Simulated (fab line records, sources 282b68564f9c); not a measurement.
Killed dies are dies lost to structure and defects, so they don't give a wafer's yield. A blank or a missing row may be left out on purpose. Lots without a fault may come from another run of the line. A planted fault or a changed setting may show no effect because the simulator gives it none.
One fault seen from 2 desks | flow rit_cmos | each desk has only its own numbers; what lay behind them comes last

THE TOOL OWNER'S DESK: pvd_sputter-04
The tool's own readings at RIT_SILICIDE_SPUTTER_01 (material Ti, target thk 30 nm, time 240 s): means of the sampled wafers that have a number, for each lot that ran on this tool. A lot is out of limits, marked OUT, if its mean lies more than 4 standard deviations from the usual mean; the brackets give that distance.
Columns: A = throttle_valve_pct at RIT_SILICIDE_SPUTTER_01, usual 29.9 %
lot  | first seen here | A
L121 | day 4 06:55     | 30.4
L124 | day 4 13:23     | 31.5
L126 | day 5 04:19     | 31.6
L128 | day 5 09:50     | 30.3
L130 | day 5 19:18     | 29.8
L136 | day 7 03:41     | 31.6
L138 | day 7 12:38     | 30.6
L139 | day 7 18:16     | 31.2
This desk's finding: nothing out of limits on any of the 8 lots.

THE METROLOGY DESK
What the gauges read, lot by lot, whatever tool the lot ran on: means of the sampled wafers that have a number. A lot is out of limits, marked OUT, if its mean lies more than 4 standard deviations from the usual mean; the brackets give that distance.
Columns: A = SILICIDE_TI_RS at RIT_SILICIDE_RS_MEAS_02, usual 47.9 ohm/sq; B = SILICIDE_TI_THK at RIT_SILICIDE_THK_MEAS_03, usual 30.0 nm
lot  | first seen here | A               | B
L118 | day 3 11:44     | 47.4            | 30.1
L119 | day 3 17:41     | 48.2            | 29.6
L121 | day 4 07:04     | 47.0            | 30.5
L122 | day 4 07:50     | 47.6            | 30.1
L123 | day 4 09:46     | 47.7            | 30.0
L124 | day 4 13:32     | 48.6            | 29.7
L125 | day 4 20:11     | 47.5            | 30.2
L126 | day 5 04:29     | 47.5            | 30.2
L128 | day 5 09:59     | 48.7            | 29.4
L129 | day 5 16:29     | 48.2            | 29.7
L130 | day 5 19:27     | 47.3            | 30.3
L136 | day 7 03:52     | 47.1            | 30.4
L138 | day 7 12:47     | 44.6 (-5.1) OUT | 32.0 (+5.3) OUT
L139 | day 7 18:26     | 43.7 (-6.4) OUT | 32.6 (+7.1) OUT
This desk's finding: out of limits on L138, L139; first on L138, day 7 12:47 (SILICIDE_TI_RS at RIT_SILICIDE_RS_MEAS_02). In limits: L118, L119, L121, L122, L123, L124, L125, L126, L128, L129, L130, L136.

PUT TOGETHER
The metrology desk could have raised an alarm at day 7 12:47, on L138, L139.
The tool owner's desk saw nothing out of limits.
The tool owner's desk has L138, L139 on record, within its limits.
Of the lots named, all ran RIT_SILICIDE_SPUTTER_01 on pvd_sputter-04.

WHAT THE SIMULATOR HAD PUT IN
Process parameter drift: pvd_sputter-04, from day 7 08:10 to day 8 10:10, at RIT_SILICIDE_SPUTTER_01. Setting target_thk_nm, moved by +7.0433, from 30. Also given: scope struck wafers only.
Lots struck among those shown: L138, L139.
Hours from the fault's start to each desk's first reading out of limits: the metrology desk, 5.
